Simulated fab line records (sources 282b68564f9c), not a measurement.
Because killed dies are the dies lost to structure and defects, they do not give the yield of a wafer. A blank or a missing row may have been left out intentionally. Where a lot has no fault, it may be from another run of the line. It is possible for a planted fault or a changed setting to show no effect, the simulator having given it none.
fab line records	flow rit_cmos
record: lots: 5	wafers: 15	last_day: 7
route steps=202 shown SPACER@126 NSD@131 PSD@142
lots with no fault: from the same line, run without faults
start_h: the number of hours between the record's first day and the start of the first shown wafer of the lot	wait_h: hours since the lot's step before	" unchanged from the row above	L1.1+2: several wafers, shown together as one row	- either no value or no given start	* or withheld: withheld	< > ~ a bound
route shown NAME@n: NAME is a module with steps in the file, n the number in the route of the first one	usual: mean/standard deviation of fault-free wafers	same: alike in all rows	chamber/n: place in a boat	sites: each site's reading	_std_site: how widely they spread, as a standard deviation	_edge_site: mean of outer sites minus mean of inner sites	radius_mm: for every site, how far away it sits from the centre of the wafer	mask NAME#n: copy n	behind: the most recent tool/chamber to have shaped the wafer	hold: why the lot went on hold/how many hours it stayed there/how the hold came to an end	device: which transistor (n, p or np) failed to switch	end of line: at the end of the route, the tests of the same wafers	a step with no rows: only its recipe	killed: at the first sort, the dies lost to defects and structure; wafer yield is something else	map: the dies of a wafer, with x for killed, . for not killed, _ for no die there
set.NAME: setting as actually run; set.NAME@STEP: the setting as run at that earlier step	model.NAME: the simulator's own value behind a step, which no gauge read
lots at selected steps of the route; one table per step, one row per wafer
services: when a tool's chamber went out of use (start_h, in hours from the record's first day, below 0 if earlier), for how many hours, and the reason
== steps ==
step: RIT_SPACER_CLEAN_01
recipe: chemistry: dHF	dilution: 50:1	time_s: 30
lot.wafer	tool	chamber	start_h	wait_h
L077.2+3+4	wet_bench-02	3	75.73	0.0
L080.1+4+6	wet_bench-04	1	87.98	0.0
L083.1+2+6	wet_bench-02	3	94.89	0.0
L090.2+4+5	wet_bench-03	2	127.55	0.0
L094.1+2+5	wet_bench-03	0	146.58	0.0
step: RIT_SPACER_CLEAN_02
recipe: chemistry: SC2	mix: 3:3:50	time_s: 600	temp_c: 75	dry: n2_spin
lot.wafer	tool	chamber	start_h	wait_h
L077.2+3+4	wet_bench-03	3	75.75	0.0
L080.1+4+6	wet_bench-04	0	87.99	0.0
L083.1+2+6	wet_bench-04	1	94.91	0.0
L090.2+4+5	wet_bench-03	3	127.57	0.0
L094.1+2+5	wet_bench-04	3	146.60	0.0
step: RIT_SPACER_CVD_03
recipe: material: Si3N4	target_thk_nm: 250	temp_c: 810	precursor: SiH2Cl2/NH3	time_s: 3300	pressure_mtorr: 300	sih2cl2_flow_sccm: 60	nh3_flow_sccm: 150
usual: spike_tc_source_C: 834.0/1.8
lot.wafer	tool	chamber	start_h	wait_h	spike_tc_source_C
L077.2	lpcvd-01	0	75.93	0.0	835.0
L077.3	"	0	"	"	833.5
L077.4	"	0	"	"	834.7
L080.1	lpcvd-01	1	89.41	1.2	832.1
L080.4	"	1	"	"	832.4
L080.6	"	1	"	"	830.9
L083.1	lpcvd-01	0	95.10	0.0	835.7
L083.2	"	0	"	"	835.2
L083.6	"	0	"	"	833.3
L090.2	lpcvd-02	0	127.76	0.0	834.7
L090.4	"	0	"	"	835.0
L090.5	"	0	"	"	836.0
L094.1	lpcvd-02	0	146.77	0.0	835.6
L094.2	"	0	"	"	836.1
L094.5	"	0	"	"	836.1
step: RIT_SPACER_THK_MEAS_04
recipe: reads: Si3N4_of_SPACER_CVD_03
usual: SPACER_NITRIDE_THK: 250.5/2.4
lot.wafer	tool	chamber	start_h	wait_h	SPACER_NITRIDE_THK[nm]
L077.2	film_metro-04	-	77.85	0.0	248.4
L077.3	"	-	"	"	246.3
L077.4	"	-	"	"	245.3
L080.1	film_metro-02	-	91.33	0.0	250.0
L080.4	"	-	"	"	252.2
L080.6	"	-	"	"	251.3
L083.1	film_metro-04	-	97.02	0.0	249.2
L083.2	"	-	"	"	248.2
L083.6	"	-	"	"	248.7
L090.2	film_metro-01	-	129.69	0.0	250.4
L090.4	"	-	"	"	250.9
L090.5	"	-	"	"	251.5
L094.1	film_metro-04	-	148.69	0.0	255.2
L094.2	"	-	"	"	254.8
L094.5	"	-	"	"	252.6
step: RIT_SPACER_ETCHBACK_05
recipe: target_depth_a: 2500	SF6_flow_sccm: 30	CHF3_flow_sccm: 30	target: Si3N4	chemistry: SF6/CHF3	pressure_mtorr: 40	rf_w: 250	time_s: 240	stop_on: SiO2
usual: SF6_flow_sccm: 30.00/0.1	drypump_motor_current_A: 6.0/0.44	oes_product_au: 0.845/0.012	rf_fwd_power_W: 249.3/0.7	throttle_valve_pct: 10.28/0.15
lot.wafer	tool	chamber	start_h	wait_h	SF6_flow_sccm	drypump_motor_current_A	oes_product_au	rf_fwd_power_W	rf_hours_counter_h	throttle_valve_pct
L077.2	rie_diel-01	0	77.90	0.0	30.13	5.8	0.833	247.9	140	10.37
L077.3	"	1	"	"	30.08	6.1	0.826	249.1	61	9.99
L077.4	"	3	"	"	30.10	6.7	0.827	249.3	143	10.22
L080.1	rie_diel-02	1	91.39	0.1	29.96	6.2	0.864	249.0	132	10.33
L080.4	"	2	"	"	29.89	6.3	0.854	248.7	4	10.42
L080.6	"	0	"	"	30.08	4.9	0.865	249.4	-	10.35
L083.1	rie_diel-02	0	97.08	0.1	30.09	4.9	0.855	249.5	121	10.35
L083.2	"	2	"	"	29.97	6.3	0.836	249.6	4	10.41
L083.6	"	3	"	"	29.92	6.2	0.852	249.0	-	10.08
L090.2	rie_diel-02	0	129.74	0.0	30.12	4.9	0.864	250.3	121	10.36
L090.4	"	1	"	"	29.79	6.2	0.861	249.3	133	10.34
L090.5	"	1	"	"	29.80	6.2	0.863	249.4	-	10.34
L094.1	rie_diel-02	1	148.75	0.1	29.89	6.2	0.869	250.1	133	10.35
L094.2	"	2	"	"	30.08	6.3	0.861	250.2	5	10.43
L094.5	"	1	"	"	29.92	6.2	0.867	250.2	-	10.34
step: RIT_NSD_HMDS_00
recipe: prime_time_s: 60	prime_temp_c: 140
lot.wafer	tool	chamber	start_h	wait_h
L077.2+3+4	litho_track-02	0	78.08	0.1
L080.1+4+6	litho_track-03	0	91.59	0.1
L083.1+2+6	litho_track-03	0	97.54	0.4
L090.2+4+5	litho_track-01	0	129.91	0.1
L094.1+2+5	litho_track-02	0	148.90	0.1
step: RIT_NSD_COAT_01
recipe: resist: NOVOLAK	spin_rpm: 3250	resist_thk_nm: 1000
usual: spin_speed_rpm: 3250.2/2.5
lot.wafer	tool	chamber	start_h	wait_h	spin_speed_rpm
L077.2	litho_track-02	0	78.23	0.1	3248.2
L077.3	"	0	"	"	3246.9
L077.4	"	0	"	"	3246.2
L080.1	litho_track-03	0	91.74	0.1	3247.4
L080.4	"	0	"	"	3249.9
L080.6	"	0	"	"	3248.2
L083.1	litho_track-03	0	97.69	0.1	3248.4
L083.2	"	0	"	"	3248.2
L083.6	"	0	"	"	3246.0
L090.2	litho_track-01	0	130.06	0.1	3248.8
L090.4	"	0	"	"	3246.4
L090.5	"	0	"	"	3246.5
L094.1	litho_track-02	0	149.05	0.1	3246.3
L094.2	"	0	"	"	3250.1
L094.5	"	0	"	"	3250.3
step: RIT_NSD_SOFTBAKE_02
recipe: resist: NOVOLAK	temp_c: 90	time_s: 60
usual: plate_temp_C: 89.99/0.12
lot.wafer	tool	chamber	start_h	wait_h	plate_temp_C
L077.2	litho_track-02	0	78.38	0.1	90.22
L077.3	"	0	"	"	90.22
L077.4	"	0	"	"	90.01
L080.1	litho_track-03	0	91.89	0.1	90.07
L080.4	"	0	"	"	90.08
L080.6	"	0	"	"	89.97
L083.1	litho_track-03	0	97.84	0.1	90.03
L083.2	"	0	"	"	89.97
L083.6	"	0	"	"	90.00
L090.2	litho_track-01	0	130.21	0.1	90.10
L090.4	"	0	"	"	90.17
L090.5	"	0	"	"	90.19
L094.1	litho_track-02	0	149.20	0.1	90.07
L094.2	"	0	"	"	90.00
L094.5	"	0	"	"	90.04
step: RIT_NSD_EXPOSE_03
recipe: mask_id: M9	na: 0.57	target_cd_nm: 40700	dose_mj: 250
lot.wafer	tool	chamber	start_h	wait_h	mask
L077.2+3+4	iline_stepper-02	0	78.65	0.2	M9#0
L080.1+4+6	iline_stepper-02	0	92.04	0.1	M9#0
L083.1+2+6	iline_stepper-01	0	97.99	0.1	M9#0
L090.2+4+5	iline_stepper-01	0	130.48	0.2	M9#0
L094.1+2+5	iline_stepper-02	0	149.47	0.2	M9#0
step: RIT_NSD_PEB_04
recipe: resist: NOVOLAK	temp_c: withheld	time_s: withheld
lot.wafer	tool	chamber	start_h	wait_h
L077.2+3+4	litho_track-01	0	78.82	0.1
L080.1+4+6	litho_track-03	0	92.16	0.1
L083.1+2+6	litho_track-03	0	98.11	0.1
L090.2+4+5	litho_track-01	0	130.61	0.1
L094.1+2+5	litho_track-01	0	149.59	0.1
step: RIT_NSD_DEVELOP_05
recipe: resist: NOVOLAK	develop_time_s: 50	dev_temp_c: 23
lot.wafer	tool	chamber	start_h	wait_h
L077.2+3+4	litho_track-01	0	-	-
L080.1+4+6	litho_track-03	0	-	-
L083.1+2+6	litho_track-03	0	-	-
L090.2+4+5	litho_track-01	0	-	-
L094.1+2+5	litho_track-01	0	-	-
step: RIT_NSD_OVL_MEAS_06
usual: NSD_OVL: 0.0/1.4
lot.wafer	tool	chamber	start_h	wait_h	NSD_OVL[nm]
L077.2	overlay-01	-	79.09	-	-0.3
L077.3	"	-	"	"	-1.3
L077.4	"	-	"	"	-0.1
L080.1	overlay-02	-	92.44	-	0.3
L080.4	"	-	"	"	-1.4
L080.6	"	-	"	"	-0.2
L083.1	overlay-02	-	98.39	-	0.4
L083.2	"	-	"	"	0.1
L083.6	"	-	"	"	0.3
L090.2	overlay-02	-	130.87	-	1.8
L090.4	"	-	"	"	1.9
L090.5	"	-	"	"	0.9
L094.1	overlay-01	-	149.87	-	0.1
L094.2	"	-	"	"	-0.7
L094.5	"	-	"	"	1.1
step: RIT_NSD_HARDBAKE_07
recipe: resist: NOVOLAK	temp_c: 140	time_s: 60
usual: plate_temp_C: 140.02/0.15
lot.wafer	tool	chamber	start_h	wait_h	plate_temp_C
L077.2	litho_track-01	0	79.28	0.2	139.97
L077.3	"	0	"	"	139.94
L077.4	"	0	"	"	140.04
L080.1	litho_track-03	0	92.48	0.0	139.99
L080.4	"	0	"	"	140.10
L080.6	"	0	"	"	140.01
L083.1	litho_track-01	0	98.43	0.0	140.03
L083.2	"	0	"	"	140.03
L083.6	"	0	"	"	140.04
L090.2	litho_track-01	0	130.93	0.0	140.04
L090.4	"	0	"	"	140.01
L090.5	"	0	"	"	139.94
L094.1	litho_track-03	0	149.91	0.0	139.81
L094.2	"	0	"	"	139.81
L094.5	"	0	"	"	139.62
step: RIT_NSD_IMPLANT_08
recipe: species: P	energy_kev: 25	dose_cm2: 1e+15	tilt_deg: 7
usual: faraday_current_uA: 3129/65
lot.wafer	tool	chamber	start_h	wait_h	faraday_current_uA
L077.2	implanter-02	0	79.43	0.1	3060
L077.3	"	0	"	"	3199
L077.4	"	0	"	"	3190
L080.1	implanter-04	0	92.63	0.1	3013
L080.4	"	0	"	"	3109
L080.6	"	0	"	"	3165
L083.1	implanter-03	0	98.58	0.1	2997
L083.2	"	0	"	"	3171
L083.6	"	0	"	"	3110
L090.2	implanter-02	0	131.08	0.1	3089
L090.4	"	0	"	"	3120
L090.5	"	0	"	"	3056
L094.1	implanter-02	0	150.06	0.1	3135
L094.2	"	0	"	"	3206
L094.5	"	0	"	"	3167
step: RIT_NSD_STRIP_09
recipe: chemistry: O2	time_s: 180	resist: NOVOLAK	platen_temp_c: withheld	power_w: 500	pressure_mtorr: 4000	o2_flow_sccm: 4000
usual: drypump_motor_current_A: 5.9/0.47	rf_refl_power_W: 6.8/1.7
lot.wafer	tool	chamber	start_h	wait_h	drypump_motor_current_A	rf_hours_counter_h	rf_refl_power_W
L077.2	plasma_asher-03	1	79.56	0.1	5.4	40	5.6
L077.3	"	0	"	"	5.9	-	9.8
L077.4	"	1	"	"	5.5	-	5.8
L080.1	plasma_asher-02	0	92.78	0.1	5.8	47	4.6
L080.4	"	0	"	"	5.8	-	5.0
L080.6	"	1	"	"	5.4	-	6.6
L083.1	plasma_asher-03	1	98.73	0.1	5.5	44	5.8
L083.2	"	0	"	"	5.9	44	9.5
L083.6	"	1	"	"	5.5	-	5.3
L090.2	plasma_asher-03	0	131.20	0.1	5.9	48	9.7
L090.4	"	0	"	"	5.9	-	9.9
L090.5	"	0	"	"	5.9	-	9.7
L094.1	plasma_asher-02	0	150.21	0.1	5.8	54	4.7
L094.2	"	1	"	"	5.4	54	6.5
L094.5	"	1	"	"	5.3	-	6.7
step: RIT_NSD_TW_MEAS_10
usual: NSD_TW: 3112/12
lot.wafer	tool	chamber	start_h	wait_h	NSD_TW
L077.2	film_metro-04	-	79.74	0.1	3097
L077.3	"	-	"	"	3086
L077.4	"	-	"	"	3108
L080.1	film_metro-02	-	92.96	0.1	3114
L080.4	"	-	"	"	3115
L080.6	"	-	"	"	3108
L083.1	film_metro-03	-	98.90	0.1	3125
L083.2	"	-	"	"	3120
L083.6	"	-	"	"	3139
L090.2	film_metro-04	-	131.39	0.1	3086
L090.4	"	-	"	"	3113
L090.5	"	-	"	"	3105
L094.1	film_metro-03	-	150.39	0.1	3110
L094.2	"	-	"	"	3117
L094.5	"	-	"	"	3102
step: RIT_PSD_HMDS_00
recipe: prime_time_s: 60	prime_temp_c: 140
lot.wafer	tool	chamber	start_h	wait_h
L077.2+3+4	litho_track-02	0	79.86	0.1
L080.1+4+6	litho_track-04	0	93.02	0.1
L083.1+2+6	litho_track-02	0	98.96	0.1
L090.2+4+5	litho_track-02	0	131.46	0.1
L094.1+2+5	litho_track-04	0	150.62	0.2
step: RIT_PSD_COAT_01
recipe: resist: NOVOLAK	spin_rpm: 3250	resist_thk_nm: 1000
usual: spin_speed_rpm: 3250.0/2.4
lot.wafer	tool	chamber	start_h	wait_h	spin_speed_rpm
L077.2	litho_track-02	0	80.01	0.1	3250.5
L077.3	"	0	"	"	3253.9
L077.4	"	0	"	"	3250.5
L080.1	litho_track-04	0	93.17	0.1	3246.2
L080.4	"	0	"	"	3248.2
L080.6	"	0	"	"	3248.1
L083.1	litho_track-02	0	99.11	0.1	3248.9
L083.2	"	0	"	"	3246.6
L083.6	"	0	"	"	3253.5
L090.2	litho_track-02	0	131.61	0.1	3248.5
L090.4	"	0	"	"	3249.2
L090.5	"	0	"	"	3248.5
L094.1	litho_track-04	0	150.77	0.1	3250.7
L094.2	"	0	"	"	3251.5
L094.5	"	0	"	"	3250.1
step: RIT_PSD_SOFTBAKE_02
recipe: resist: NOVOLAK	temp_c: 90	time_s: 60
usual: plate_temp_C: 89.97/0.14
lot.wafer	tool	chamber	start_h	wait_h	plate_temp_C
L077.2	litho_track-02	0	80.16	0.1	89.83
L077.3	"	0	"	"	89.70
L077.4	"	0	"	"	89.75
L080.1	litho_track-04	0	93.32	0.1	90.10
L080.4	"	0	"	"	90.12
L080.6	"	0	"	"	89.90
L083.1	litho_track-02	0	99.26	0.1	89.98
L083.2	"	0	"	"	90.01
L083.6	"	0	"	"	89.85
L090.2	litho_track-02	0	131.76	0.1	90.01
L090.4	"	0	"	"	90.06
L090.5	"	0	"	"	90.11
L094.1	litho_track-04	0	150.92	0.1	89.44
L094.2	"	0	"	"	89.76
L094.5	"	0	"	"	89.61
step: RIT_PSD_EXPOSE_03
recipe: mask_id: M10	na: 0.57	target_cd_nm: 40900	dose_mj: 250
lot.wafer	tool	chamber	start_h	wait_h	mask
L077.2+3+4	iline_stepper-02	0	80.43	0.2	M10#0
L080.1+4+6	iline_stepper-02	0	93.47	0.1	M10#0
L083.1+2+6	iline_stepper-01	0	99.41	0.1	M10#0
L090.2+4+5	iline_stepper-01	0	132.03	0.2	M10#0
L094.1+2+5	iline_stepper-02	0	151.07	0.1	M10#0
step: RIT_PSD_PEB_04
recipe: resist: NOVOLAK	temp_c: withheld	time_s: withheld
lot.wafer	tool	chamber	start_h	wait_h
L077.2+3+4	litho_track-01	0	80.63	0.2
L080.1+4+6	litho_track-04	0	93.58	0.1
L083.1+2+6	litho_track-02	0	99.53	0.1
L090.2+4+5	litho_track-04	0	132.15	0.1
L094.1+2+5	litho_track-01	0	151.18	0.1
step: RIT_PSD_DEVELOP_05
recipe: resist: NOVOLAK	develop_time_s: 50	dev_temp_c: 23
lot.wafer	tool	chamber	start_h	wait_h
L077.2+3+4	litho_track-01	0	-	-
L080.1+4+6	litho_track-04	0	-	-
L083.1+2+6	litho_track-02	0	-	-
L090.2+4+5	litho_track-04	0	-	-
L094.1+2+5	litho_track-01	0	-	-
step: RIT_PSD_OVL_MEAS_06
usual: PSD_OVL: -0.1/1.5
lot.wafer	tool	chamber	start_h	wait_h	PSD_OVL[nm]
L077.2	overlay-01	-	80.89	-	-0.5
L077.3	"	-	"	"	-0.1
L077.4	"	-	"	"	0.2
L080.1	overlay-02	-	93.87	-	-1.8
L080.4	"	-	"	"	-1.9
L080.6	"	-	"	"	-0.8
L083.1	overlay-02	-	99.81	-	-1.4
L083.2	"	-	"	"	-1.1
L083.6	"	-	"	"	1.0
L090.2	overlay-02	-	132.42	-	0.0
L090.4	"	-	"	"	0.8
L090.5	"	-	"	"	-1.6
L094.1	overlay-01	-	151.47	-	-1.1
L094.2	"	-	"	"	-0.3
L094.5	"	-	"	"	-0.5
== services ==
tool	chamber	start_h	hours	kind
implanter-02	-	79.65	3.0	pm
rie_diel-02	-	81.46	0.5	repair
implanter-03	-	90.35	1.7	repair
iline_stepper-02	0	111.26	-	calibration
iline_stepper-01	-	115.01	3.7	repair
lpcvd-02	-	140.33	0.6	repair
wet_bench-02	-	145.55	2.2	repair
== key ==
fault none
